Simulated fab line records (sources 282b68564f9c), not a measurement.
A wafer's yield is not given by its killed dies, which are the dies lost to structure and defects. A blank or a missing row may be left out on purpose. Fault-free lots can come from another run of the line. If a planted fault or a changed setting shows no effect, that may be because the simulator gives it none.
What tool caused it? + flow rit_cmos + 14 lots with 42 wafers sampled at 5 steps, on a route of 202 steps

WHAT THE GAUGES SHOWED, per wafer
RIT_ACTIVE_CD_MEAS_90: target cd 1400 nm. Usual: cd_nm reads 1400.3 nm (standard deviation 2.5).
| lot  | measured    | on        | cd_nm (nm)           | flag |
|------|-------------|-----------|----------------------|------|
| L109 | day 1 20:44 | cd_sem-02 | 1404.0 1404.0 1400.0 |      |
| L110 | day 2 01:02 | cd_sem-02 | 1400.4 1402.1 1403.2 |      |
| L111 | day 2 06:08 | cd_sem-02 | 1395.3 1395.1 1397.5 |      |
| L113 | day 2 17:26 | cd_sem-02 | 1396.4 1397.9 1398.8 |      |
| L114 | day 3 00:02 | cd_sem-02 | 1398.7 1400.9 1400.5 |      |
| L116 | day 3 07:16 | cd_sem-02 | 1404.6 1404.0 1403.0 |      |
| L117 | day 3 14:19 | cd_sem-02 | 1398.2 1400.1 1400.3 |      |
| L118 | day 3 17:53 | cd_sem-01 | 1399.7 1399.8 1400.4 |      |
| L120 | day 4 04:08 | cd_sem-01 | 1397.7 1397.1 1396.3 |      |
| L122 | day 4 13:37 | cd_sem-01 | 1400.6 1398.4 1397.5 |      |
| L123 | day 4 19:31 | cd_sem-02 | 1400.0 1399.1 1402.3 |      |
| L127 | day 5 16:00 | cd_sem-01 | 1404.1 1401.7 1401.9 |      |
| L128 | day 5 19:20 | cd_sem-02 | 1400.4 1398.5 1400.4 |      |
| L130 | day 6 05:22 | cd_sem-02 | 1399.0 1400.2 1400.2 |      |

RIT_PWELL_OVL_MEAS_06. Usual: PWELL_OVL gives -1.4 nm (standard deviation 1.3).
| lot  | measured    | on         | PWELL_OVL (nm) | flag |
|------|-------------|------------|----------------|------|
| L109 | day 2 03:42 | overlay-02 | -1.5 -1.0 -1.8 |      |
| L110 | day 2 08:49 | overlay-02 | -0.2 0.1 -0.6  |      |
| L111 | day 2 14:49 | overlay-01 | -4.4 -3.5 -2.8 |      |
| L113 | day 3 02:08 | overlay-01 | -1.8 -1.2 -3.1 |      |
| L114 | day 3 06:58 | overlay-01 | -2.4 -1.7 -1.5 |      |
| L116 | day 3 16:51 | overlay-02 | -3.1 -3.0 -2.5 |      |
| L117 | day 3 21:07 | overlay-01 | -2.0 -0.9 0.4  |      |
| L118 | day 4 02:43 | overlay-01 | -2.2 -1.3 -0.9 |      |
| L120 | day 4 11:34 | overlay-02 | -2.5 0.1 -3.2  |      |
| L122 | day 4 23:25 | overlay-01 | -0.5 -0.8 -1.1 |      |
| L123 | day 5 03:38 | overlay-01 | -2.2 -3.0 -2.9 |      |
| L127 | day 5 22:50 | overlay-02 | 1.1 -0.5 -1.6  |      |
| L128 | day 6 03:46 | overlay-02 | -2.4 -2.3 -3.0 |      |
| L130 | day 6 13:37 | overlay-02 | -1.8 -2.2 -2.3 |      |

RIT_NLDD_OVL_MEAS_06. Usual: NLDD_OVL gives -0.8 nm (standard deviation 1.2).
| lot  | measured    | on         | NLDD_OVL (nm)  | flag |
|------|-------------|------------|----------------|------|
| L109 | day 3 02:36 | overlay-02 | -0.2 -0.8 -1.9 |      |
| L110 | day 3 06:14 | overlay-01 | -1.0 -1.5 -1.5 |      |
| L111 | day 3 13:12 | overlay-02 | 0.2 -2.2 -0.6  |      |
| L113 | day 3 23:01 | overlay-02 | 0.2 1.4 -0.6   |      |
| L114 | day 4 06:04 | overlay-02 | -1.8 -1.1 -0.5 |      |
| L116 | day 4 14:19 | overlay-02 | -2.3 -3.4 -1.7 |      |
| L117 | day 4 20:16 | overlay-01 | 2.7 -0.2 0.2   |      |
| L118 | day 5 00:44 | overlay-01 | -1.1 -1.2 -1.7 |      |
| L120 | day 5 07:37 | overlay-02 | -0.2 -0.3 -2.0 |      |
| L122 | day 5 20:14 | overlay-02 | -0.2 -1.3 1.0  |      |
| L123 | day 5 23:25 | overlay-01 | -7.3 -7.8 -6.6 | OFF  |
| L127 | day 6 20:42 | overlay-01 | -6.4 -6.2 -5.2 | OFF  |
| L128 | day 6 23:14 | overlay-02 | 1.6 1.5 1.3    |      |
| L130 | day 7 13:20 | overlay-02 | -0.9 0.4 0.1   |      |

TOOL THAT RAN EACH LOT (tool first, then ch and the chambers of the sampled wafers, then the start)
| lot  | RIT_PRETRO_STRIP_09                 | RIT_NLDD_EXPOSE_03                 |
|------|-------------------------------------|------------------------------------|
| L109 | plasma_asher-03 ch 0,1, day 2 13:35 | iline_stepper-02 ch 0, day 3 02:12 |
| L110 | plasma_asher-03 ch 0,1, day 2 18:53 | iline_stepper-02 ch 0, day 3 05:50 |
| L111 | plasma_asher-03 ch 0,1, day 3 00:25 | iline_stepper-02 ch 0, day 3 12:48 |
| L113 | plasma_asher-01 ch 0,1, day 3 12:01 | iline_stepper-02 ch 0, day 3 22:37 |
| L114 | plasma_asher-04 ch 0,1, day 3 18:17 | iline_stepper-02 ch 0, day 4 05:40 |
| L116 | plasma_asher-01 ch 0,1, day 4 03:04 | iline_stepper-02 ch 0, day 4 13:55 |
| L117 | plasma_asher-03 ch 0,1, day 4 06:43 | iline_stepper-01 ch 0, day 4 19:53 |
| L118 | plasma_asher-04 ch 0,1, day 4 11:56 | iline_stepper-02 ch 0, day 5 00:20 |
| L120 | plasma_asher-03 ch 0,1, day 4 20:50 | iline_stepper-01 ch 0, day 5 07:04 |
| L122 | plasma_asher-04 ch 0,1, day 5 08:27 | iline_stepper-01 ch 0, day 5 19:52 |
| L123 | plasma_asher-03 ch 0,1, day 5 13:34 | iline_stepper-02 ch 0, day 5 23:03 |
| L127 | plasma_asher-03 ch 0,1, day 6 08:16 | iline_stepper-02 ch 0, day 6 20:18 |
| L128 | plasma_asher-03 ch 0,1, day 6 13:11 | iline_stepper-01 ch 0, day 6 22:50 |
| L130 | plasma_asher-03 ch 0,1, day 6 22:53 | iline_stepper-01 ch 0, day 7 12:57 |
- RIT_PRETRO_STRIP_09: strips in O2, time 180 s.
- RIT_NLDD_EXPOSE_03: exposes mask M7, target cd 40700 nm.

WHAT THE TOOLS THEMSELVES READ (means of the sampled wafers that have a number; where no wafer has one, the mark that the record gives instead)
RIT_PRETRO_STRIP_09. Usual: drypump_motor_current_A 5.55 A, standard deviation 0.3; o2_flow_sccm 4000 sccm, standard deviation 12.
| lot  | tool            | drypump_motor_current_A (A) | o2_flow_sccm (sccm) | flag |
|------|-----------------|-----------------------------|---------------------|------|
| L109 | plasma_asher-03 | 5.59                        | 3999                |      |
| L110 | plasma_asher-03 | 5.61                        | 3996                |      |
| L111 | plasma_asher-03 | 5.54                        | 3994                |      |
| L113 | plasma_asher-01 | 5.75                        | 4006                |      |
| L114 | plasma_asher-04 | 5.33                        | 3994                |      |
| L116 | plasma_asher-01 | 5.72                        | 3999                |      |
| L117 | plasma_asher-03 | 5.61                        | 3994                |      |
| L118 | plasma_asher-04 | 5.32                        | 4002                |      |
| L120 | plasma_asher-03 | 5.60                        | 3998                |      |
| L122 | plasma_asher-04 | 5.07                        | 3992                |      |
| L123 | plasma_asher-03 | 5.53                        | 4006                |      |
| L127 | plasma_asher-03 | 5.58                        | 4002                |      |
| L128 | plasma_asher-03 | 5.55                        | 3993                |      |
| L130 | plasma_asher-03 | 5.57                        | 4022                |      |

RIT_NLDD_EXPOSE_03. Usual: reticle_temp_C reads 23.00 C (standard deviation 0.1).
| lot  | tool             | reticle_temp_C (C) | flag |
|------|------------------|--------------------|------|
| L109 | iline_stepper-02 | 23.08              |      |
| L110 | iline_stepper-02 | 22.99              |      |
| L111 | iline_stepper-02 | 22.97              |      |
| L113 | iline_stepper-02 | 22.85              |      |
| L114 | iline_stepper-02 | 23.02              |      |
| L116 | iline_stepper-02 | 22.95              |      |
| L117 | iline_stepper-01 | 23.08              |      |
| L118 | iline_stepper-02 | 22.95              |      |
| L120 | iline_stepper-01 | 23.03              |      |
| L122 | iline_stepper-01 | 22.91              |      |
| L123 | iline_stepper-02 | 22.88              |      |
| L127 | iline_stepper-02 | 22.97              |      |
| L128 | iline_stepper-01 | 23.00              |      |
| L130 | iline_stepper-01 | 23.03              |      |

THE ANSWER, worked out from the rows above alone
Rule: a lot counts as off when the mean over its wafers that have a number is more than 3 standard deviations away from the usual mean. A lot without any number at a reading at which 4 lots or more have one is off too. The other lots that the step has rows for count as sound. Order of review: gauges by route order, followed by the tools' own readings, for which a lot's mean as printed above is used. At the first step where some lot is off, the reading lying furthest off is the one used; lots without a number count as furthest.
Off: at RIT_NLDD_OVL_MEAS_06 (NLDD_OVL), L123, L127.
A tool fits if, at a process step before that reading, it ran every lot that is off, and no sound lot after the first of them. Gauges at RIT_NLDD_OVL_MEAS_06: tried the same way as those tools. Undecided on this evidence; 2 tools fit (iline_stepper-02 at RIT_NLDD_EXPOSE_03, overlay-01 at RIT_NLDD_OVL_MEAS_06).

WHAT THE SIMULATOR HAD INSERTED
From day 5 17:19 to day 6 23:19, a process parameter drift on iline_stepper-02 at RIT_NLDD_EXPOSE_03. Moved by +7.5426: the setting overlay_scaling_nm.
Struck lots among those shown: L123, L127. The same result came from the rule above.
